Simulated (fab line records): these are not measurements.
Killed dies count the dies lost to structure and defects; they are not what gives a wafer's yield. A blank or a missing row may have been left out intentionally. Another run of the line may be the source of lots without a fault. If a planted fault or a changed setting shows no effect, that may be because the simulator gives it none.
2 desks, one fault -- flow berkeley_cmos170 -- each desk holds nothing but its own numbers, with what lay behind them at the end

## DESK OF THE TOOL OWNER: rie_metal-01
The tool's own readings at UCB170_M3_METAL_ETCH_18 (etches Al in Cl2/BCl3, stops on SiO2, target depth 1170 nm, time 195 s): means of the sampled wafers that have a number, for each lot that ran on this tool. Marked OUT: a lot whose mean sits more than 4 standard deviations from the usual mean, which makes it out of limits; the brackets give that distance.
Columns: A = drypump_motor_current_A at UCB170_M3_METAL_ETCH_18, usual 5.9 A; B = he_backside_leak_sccm at UCB170_M3_METAL_ETCH_18, usual 3.44 sccm; C = oes_product_au at UCB170_M3_METAL_ETCH_18, usual 0.855 a.u.; D = throttle_valve_pct at UCB170_M3_METAL_ETCH_18, usual 24.39 %
lot,first seen here,A,B,C,D
L243,day 7 17:44,5.6,3.38,0.862,24.50
L252,day 9 20:49,5.6,3.32,0.851,24.50
L251,day 9 23:22,5.6,3.41,0.843,24.51
Finding of this desk: none of the 3 lots has anything out of limits.

## AT THE METROLOGY DESK
Means of the sampled wafers that have a number, per lot and without regard to the tool the lot ran on: this is what the gauges read. Marked OUT: a lot whose mean sits more than 4 standard deviations from the usual mean, which makes it out of limits; the brackets give that distance.
Columns: A = cd_nm at UCB170_M2_CD_MEAS_90, usual 702 nm; B = V2_OVL at UCB170_V2_OVL_MEAS_13, usual -2 nm; C = M3_BOW at UCB170_M3_BOW_MEAS_20, usual 35 um
lot,first seen here,A,B,C
L243,day 7 12:53,697,-5,36
L242,day 7 13:55,700,8,39
L245,day 7 20:29,696,-5,37
L244,day 7 20:43,698,-3,37
L252,day 9 15:17,705,-4,37
L250,day 9 17:11,707,-3,36
L251,day 9 17:32,705,-2,42
L254,day 10 05:50,703,-4,40
L255,day 10 12:53,703,-2,36
L257,day 11 02:42,699,-12,39
L259,day 11 17:35,701,-6,38
L261,day 12 00:13,700,0,39
L262,day 12 02:49,703,-12,30
L264,day 12 20:28,701,-4,34
Finding of this desk: none of the 14 lots has anything out of limits.

## TAKEN TOGETHER
The tool owner's desk saw nothing out of limits.
Nothing out of limits was seen by the metrology desk.

## WHAT THE SIMULATOR HAD PUT IN
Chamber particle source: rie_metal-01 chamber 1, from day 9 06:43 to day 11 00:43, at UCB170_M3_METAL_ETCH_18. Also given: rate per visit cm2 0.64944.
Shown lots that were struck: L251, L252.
